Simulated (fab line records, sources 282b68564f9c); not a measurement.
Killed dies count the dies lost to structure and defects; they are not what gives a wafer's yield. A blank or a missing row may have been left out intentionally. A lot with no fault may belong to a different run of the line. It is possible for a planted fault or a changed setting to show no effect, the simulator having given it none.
fab line records | flow rit-cmos
record: lots: 15 | wafers: 45 | last-day: 8
route steps=202 shown GATE@89 M1@202
lots with no fault: from the same line, run without faults
start-h: start of the lot's first displayed wafer, in hours after the record's first day | wait-h: time in hours since the lot's previous step | " same as the row above | L1.1+2: a single row standing in for several wafers | - no value, or no start was given | * or withheld: withheld | < > ~ a bound
route shown NAME@n: NAME is a module with steps in the file, n the number in the route of the first one | usual: the fault-free wafers' mean and standard deviation | same: alike in all rows | chamber/n: place in a boat | sites: readings site by site | _std_site: standard deviation across them | _edge_site: inner sites' mean taken away from outer sites' mean | radius-mm: how far each site lies from the wafer's centre | mask NAME#n: copy n | behind: the tool/chamber that last shaped the wafer | hold: what put the lot on hold/how long, in hours/how the hold closed | device: names the non-switching transistor (n, p or np) | end of line: tests run on the same wafers once the route is complete | for a step that has no rows: nothing shown but its recipe | killed: dies lost to structure and defects at the first sort, not the wafer's yield | map: dies across one wafer; x = killed, . = not, _ = none there
set.NAME: the setting as run; set.NAME@STEP: as run at that earlier step | model.NAME: the simulator's own value behind a step, which no gauge read
steps of the route over a sample of lots; a table a step, a row a wafer
services: when a tool's chamber went out of use (start-h, in hours from the record's first day, below 0 if earlier), for how many hours, and the reason
== steps ==
step: RIT_GATE_EXPOSE_13
recipe: mask-id: M6 | na: 0.6 | source-shape: conventional | sigma-outer: 0.6 | target-cd-nm: 150 | dose-mj: 380
usual: exposure-dose-mJ-cm2: 379.9/0.38 | focus-offset-nm: -0.2/0.56
same: sigma-outer: 0.6
lot.wafer | tool             | chamber | start-h | wait-h | mask | exposure-dose-mJ-cm2 | focus-offset-nm
L621.1    | iline-stepper-01 | 0       | 39.62   | 0.2    | M6#0 | 379.6                | -0.6
L621.2    | "                | 0       | "       | "      | M6#0 | 379.6                | -0.9
L621.4    | "                | 0       | "       | "      | M6#0 | 380.1                | 0.0
L622.2    | iline-stepper-01 | 0       | 42.28   | 0.1    | M6#0 | 379.7                | 0.1
L622.4    | "                | 0       | "       | "      | M6#0 | 380.3                | 0.9
L622.6    | "                | 0       | "       | "      | M6#0 | 379.9                | 0.0
L623.4    | iline-stepper-02 | 0       | 51.50   | 0.2    | M6#0 | 380.1                | 0.4
L623.5    | "                | 0       | "       | "      | M6#0 | 379.7                | -0.8
L623.6    | "                | 0       | "       | "      | M6#0 | 380.2                | -0.7
L624.1    | iline-stepper-01 | 0       | 52.88   | 0.2    | M6#0 | 379.7                | -0.3
L624.4    | "                | 0       | "       | "      | M6#0 | 379.6                | -0.7
L624.6    | "                | 0       | "       | "      | M6#0 | 379.6                | -0.5
L625.1    | iline-stepper-01 | 0       | 60.45   | 0.1    | M6#0 | 380.3                | 0.1
L625.3    | "                | 0       | "       | "      | M6#0 | 380.5                | -0.2
L625.6    | "                | 0       | "       | "      | M6#0 | 380.6                | -0.4
L626.4    | iline-stepper-01 | 0       | 65.49   | 0.1    | M6#0 | 379.5                | -0.3
L626.5    | "                | 0       | "       | "      | M6#0 | 379.3                | -1.3
L626.6    | "                | 0       | "       | "      | M6#0 | 379.8                | -1.5
L627.1    | iline-stepper-02 | 0       | 72.00   | 0.2    | M6#0 | 380.2                | 0.5
L627.3    | "                | 0       | "       | "      | M6#0 | 380.3                | 0.0
L627.5    | "                | 0       | "       | "      | M6#0 | 380.0                | 1.0
L630.3    | iline-stepper-01 | 0       | 87.80   | 0.1    | M6#0 | 379.4                | -0.5
L630.4    | "                | 0       | "       | "      | M6#0 | 379.8                | -1.0
L630.6    | "                | 0       | "       | "      | M6#0 | 380.1                | -0.2
L634.1    | iline-stepper-01 | 0       | 105.78  | 0.2    | M6#0 | 380.4                | -0.4
L634.3    | "                | 0       | "       | "      | M6#0 | 379.5                | -0.7
L634.6    | "                | 0       | "       | "      | M6#0 | 380.0                | -0.5
L635.2    | iline-stepper-02 | 0       | 112.02  | 0.2    | M6#0 | 380.0                | -0.2
L635.3    | "                | 0       | "       | "      | M6#0 | 380.1                | 0.3
L635.4    | "                | 0       | "       | "      | M6#0 | 379.4                | 0.0
L637.1    | iline-stepper-02 | 0       | 118.70  | 0.2    | M6#0 | 379.3                | 0.0
L637.2    | "                | 0       | "       | "      | M6#0 | 379.6                | 0.9
L637.3    | "                | 0       | "       | "      | M6#0 | 379.8                | -0.6
L638.1    | iline-stepper-02 | 0       | 124.92  | 0.1    | M6#0 | 380.3                | 0.6
L638.3    | "                | 0       | "       | "      | M6#0 | 380.1                | 0.6
L638.4    | "                | 0       | "       | "      | M6#0 | 379.9                | 0.2
L640.1    | iline-stepper-01 | 0       | 132.55  | 0.2    | M6#0 | 380.2                | -0.2
L640.3    | "                | 0       | "       | "      | M6#0 | 379.7                | -0.3
L640.5    | "                | 0       | "       | "      | M6#0 | 379.9                | -0.2
L641.3    | iline-stepper-01 | 0       | 142.40  | 0.1    | M6#0 | 380.4                | -0.8
L641.5    | "                | 0       | "       | "      | M6#0 | 380.0                | -1.3
L641.6    | "                | 0       | "       | "      | M6#0 | 380.1                | -0.4
L644.1    | iline-stepper-01 | 0       | 165.81  | 0.2    | M6#0 | 380.1                | -0.6
L644.2    | "                | 0       | "       | "      | M6#0 | 380.6                | -0.3
L644.3    | "                | 0       | "       | "      | M6#0 | 380.6                | 0.3
step: RIT_GATE_CD_MEAS_16
recipe: target-cd-nm: 150
usual: cd-nm: 150.1/2.9
lot.wafer | tool      | chamber | start-h | wait-h | cd-nm
L621.1    | cd-sem-01 | -       | 40.09   | -      | 147.0
L621.2    | "         | -       | "       | "      | 147.6
L621.4    | "         | -       | "       | "      | 146.5
L622.2    | cd-sem-02 | -       | 42.68   | -      | 151.0
L622.4    | "         | -       | "       | "      | 150.5
L622.6    | "         | -       | "       | "      | 156.6
L623.4    | cd-sem-02 | -       | 51.90   | -      | 153.3
L623.5    | "         | -       | "       | "      | 152.2
L623.6    | "         | -       | "       | "      | 151.4
L624.1    | cd-sem-02 | -       | 53.28   | -      | 150.8
L624.4    | "         | -       | "       | "      | 149.9
L624.6    | "         | -       | "       | "      | 151.7
L625.1    | cd-sem-02 | -       | 60.85   | -      | 154.2
L625.3    | "         | -       | "       | "      | 153.5
L625.6    | "         | -       | "       | "      | 153.3
L626.4    | cd-sem-02 | -       | 65.89   | -      | 152.6
L626.5    | "         | -       | "       | "      | 155.9
L626.6    | "         | -       | "       | "      | 155.5
L627.1    | cd-sem-02 | -       | 72.47   | -      | 155.2
L627.3    | "         | -       | "       | "      | 156.0
L627.5    | "         | -       | "       | "      | 154.2
L630.3    | cd-sem-02 | -       | 88.20   | -      | 147.9
L630.4    | "         | -       | "       | "      | 154.1
L630.6    | "         | -       | "       | "      | 152.1
L634.1    | cd-sem-01 | -       | 106.18  | -      | 153.2
L634.3    | "         | -       | "       | "      | 153.0
L634.6    | "         | -       | "       | "      | 151.9
L635.2    | cd-sem-02 | -       | 112.42  | -      | -
L635.3    | "         | -       | "       | "      | -
L635.4    | "         | -       | "       | "      | -
L637.1    | cd-sem-02 | -       | 119.10  | -      | -
L637.2    | "         | -       | "       | "      | -
L637.3    | "         | -       | "       | "      | -
L638.1    | cd-sem-01 | -       | 125.32  | -      | -
L638.3    | "         | -       | "       | "      | -
L638.4    | "         | -       | "       | "      | -
L640.1    | cd-sem-02 | -       | 132.95  | -      | 148.5
L640.3    | "         | -       | "       | "      | 147.9
L640.5    | "         | -       | "       | "      | 149.5
L641.3    | cd-sem-01 | -       | 142.80  | -      | 150.8
L641.5    | "         | -       | "       | "      | 150.3
L641.6    | "         | -       | "       | "      | 150.6
L644.1    | cd-sem-01 | -       | 166.21  | -      | 148.4
L644.2    | "         | -       | "       | "      | 149.3
L644.3    | "         | -       | "       | "      | 148.8
step: RIT_GATE_CD_MEAS_90
recipe: target-cd-nm: 150
usual: cd-nm: 150.1/2.9
lot.wafer | tool      | chamber | start-h | wait-h | cd-nm
L621.1    | cd-sem-02 | -       | 40.72   | 0.1    | 147.2
L621.2    | "         | -       | "       | "      | 147.1
L621.4    | "         | -       | "       | "      | 146.2
L622.2    | cd-sem-01 | -       | 43.27   | 0.1    | 150.8
L622.4    | "         | -       | "       | "      | 150.9
L622.6    | "         | -       | "       | "      | 156.0
L623.4    | cd-sem-01 | -       | 52.49   | 0.1    | 153.4
L623.5    | "         | -       | "       | "      | 152.5
L623.6    | "         | -       | "       | "      | 151.6
L624.1    | cd-sem-01 | -       | 53.86   | 0.1    | 150.9
L624.4    | "         | -       | "       | "      | 150.5
L624.6    | "         | -       | "       | "      | 151.8
L625.1    | cd-sem-02 | -       | 61.44   | 0.1    | 154.0
L625.3    | "         | -       | "       | "      | 153.4
L625.6    | "         | -       | "       | "      | 154.0
L626.4    | cd-sem-01 | -       | 66.48   | 0.1    | 152.9
L626.5    | "         | -       | "       | "      | 156.1
L626.6    | "         | -       | "       | "      | 155.4
L627.1    | cd-sem-01 | -       | 73.08   | 0.1    | 154.9
L627.3    | "         | -       | "       | "      | 156.1
L627.5    | "         | -       | "       | "      | 154.4
L630.3    | cd-sem-02 | -       | 88.79   | 0.1    | 148.0
L630.4    | "         | -       | "       | "      | 153.6
L630.6    | "         | -       | "       | "      | 152.6
L634.1    | cd-sem-01 | -       | 106.77  | 0.1    | 153.3
L634.3    | "         | -       | "       | "      | 153.2
L634.6    | "         | -       | "       | "      | 151.7
L635.2    | cd-sem-01 | -       | 113.01  | 0.1    | -
L635.3    | "         | -       | "       | "      | -
L635.4    | "         | -       | "       | "      | -
L637.1    | cd-sem-01 | -       | 119.69  | 0.1    | -
L637.2    | "         | -       | "       | "      | -
L637.3    | "         | -       | "       | "      | -
L638.1    | cd-sem-01 | -       | 125.91  | 0.1    | -
L638.3    | "         | -       | "       | "      | -
L638.4    | "         | -       | "       | "      | -
L640.1    | cd-sem-02 | -       | 133.54  | 0.1    | 148.4
L640.3    | "         | -       | "       | "      | 147.9
L640.5    | "         | -       | "       | "      | 149.3
L641.3    | cd-sem-01 | -       | 143.39  | 0.1    | 150.7
L641.5    | "         | -       | "       | "      | 150.7
L641.6    | "         | -       | "       | "      | 150.4
L644.1    | cd-sem-02 | -       | 166.80  | 0.1    | 148.4
L644.2    | "         | -       | "       | "      | 149.4
L644.3    | "         | -       | "       | "      | 148.3
step: RIT_M1_PROBE_99
usual: killed-at-contacts: 0.1/0.23 | killed-at-front-end: 7/3 | killed-dies: 7/3 | killed-open: 3.3/1.8 | killed-short: 3.3/2.2
same: gross-dies: 264 | killed_at_M0_to_M3: 0 | killed_at_M4_up: 0 | killed-at-back-side: 0 | killed-at-other: 0
lot.wafer | tool      | chamber | start-h | wait-h | killed-at-contacts | killed-at-front-end | killed-dies | killed-open | killed-short
L635.2    | prober-02 | -       | 134.74  | 0.1    | 0                  | 11                  | 11          | 6           | 5
L635.3    | prober-02 | -       | 134.79  | 0.2    | 0                  | 4                   | 4           | 1           | 3
L635.4    | prober-02 | -       | 134.84  | 0.2    | 0                  | 13                  | 13          | 6           | 7
L637.1    | prober-02 | -       | 142.15  | 0.1    | 1                  | 263                 | 264         | 2           | 5
L637.2    | prober-02 | -       | 142.20  | 0.1    | 0                  | 12                  | 12          | 9           | 3
L637.3    | prober-02 | -       | 142.25  | 0.2    | 0                  | 4                   | 4           | 2           | 2
L638.1    | prober-01 | -       | 145.74  | 0.1    | 0                  | 11                  | 11          | 6           | 5
L638.3    | prober-01 | -       | 145.84  | 0.2    | 1                  | 7                   | 8           | 4           | 4
L638.4    | prober-01 | -       | 145.89  | 0.2    | 0                  | 3                   | 3           | 1           | 2
killed by level:class
L635.2 GATE:geometric-particle:open=4 GATE:geometric-particle:short=3 FOX1:geometric-particle:open=2 REOX:geometric-particle:short=1 SILICIDE:geometric-particle:short=1
L635.3 FOX1:geometric-particle:short=1 FOX2:geometric-particle:short=1 SPACER:geometric-particle:short=1 SILICIDE:geometric-particle:open=1
L635.4 GATE:geometric-particle:short=3 FOX1:geometric-particle:open=2 FOX1:geometric-particle:short=2 GATE:geometric-particle:open=2 REOX:geometric-particle:short=1 REOX:geometric-particle:open=1 SILICIDE:geometric-particle:short=1 SILICIDE:geometric-particle:open=1
L637.1 GATE:area-expose=257 GATE:geometric-particle:short=3 FOX1:geometric-particle:short=2 SILICIDE:geometric-particle:open=1 CONTACT:geometric-particle:open=1
L637.2 FOX1:geometric-particle:open=3 GATE:geometric-particle:open=2 REOX:geometric-particle:open=2 SPACER:geometric-particle:short=2 SPACER:geometric-particle:open=2 SILICIDE:geometric-particle:short=1
L637.3 ACTIVE:geometric-particle:short=1 GATE:geometric-particle:open=1 GATE:geometric-particle:short=1 REOX:geometric-particle:open=1
L638.1 GATE:geometric-particle:open=4 SILICIDE:geometric-particle:short=2 FOX1:geometric-particle:open=1 FOX1:geometric-particle:short=1 FOX2:geometric-particle:open=1 GATE:geometric-particle:short=1 REOX:geometric-particle:short=1
L638.3 FOX1:geometric-particle:open=3 FOX1:geometric-particle:short=2 FOX2:geometric-particle:short=1 FOX2:geometric-particle:open=1 CONTACT:geometric-particle:short=1
L638.4 FOX1:geometric-particle:short=1 GATE:geometric-particle:short=1 GATE:geometric-particle:open=1
== services ==
tool             | chamber | start-h | hours | kind
iline-stepper-01 | -       | 35.52   | 1.7   | pm
iline-stepper-01 | -       | 102.15  | 2.1   | pm
iline-stepper-01 | -       | 104.23  | -     | consumable-replace:lamp
iline-stepper-02 | -       | 119.40  | 4.4   | pm
iline-stepper-01 | -       | 123.84  | 5.2   | repair
iline-stepper-02 | -       | 153.64  | 2.1   | pm
iline-stepper-02 | -       | 155.72  | -     | consumable-replace:lamp
== key ==
first-sign: step: RIT_GATE_CD_MEAS_16 | reading: cd-nm | direction: missing
effect: step: RIT_GATE_CD_MEAS_90 | reading: cd-nm | direction: missing
effect: step: RIT_M1_PROBE_99 | reading: killed-dies | direction: up | sigmas: 10 | usual: 7 | struck: 37 | wafers-moved: 1
more-kills-born-at: RIT_GATE_EXPOSE_13@iline-stepper-02: 257
met-at RIT_GATE_EXPOSE_13
struck-lots L635,L637,L638
later-rows-left-out L637.1
tester-left-out L635,L637,L638
onset-between 72.00 112.02
fault: kind: process-parameter-drift | tool: iline-stepper-02 | chamber: - | onset-h: 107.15 | steps: RIT_GATE_EXPOSE_13 | channel: focus-nm | offset: 830.94 | spread-by-wafer: 0.3 | shape: step | end-h: 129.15
tester-left-out: of these lots the tester's yield and bins aren't shown, on N5 and GAA mostly nor the transistor test; their killed dies are dies lost to structure and defects alone, not to doping, threshold or leakage, so they don't give the yield
later-rows-left-out: the simulator's readings of these wafers behind a module that went badly wrong aren't trusted and aren't shown, but for the sort
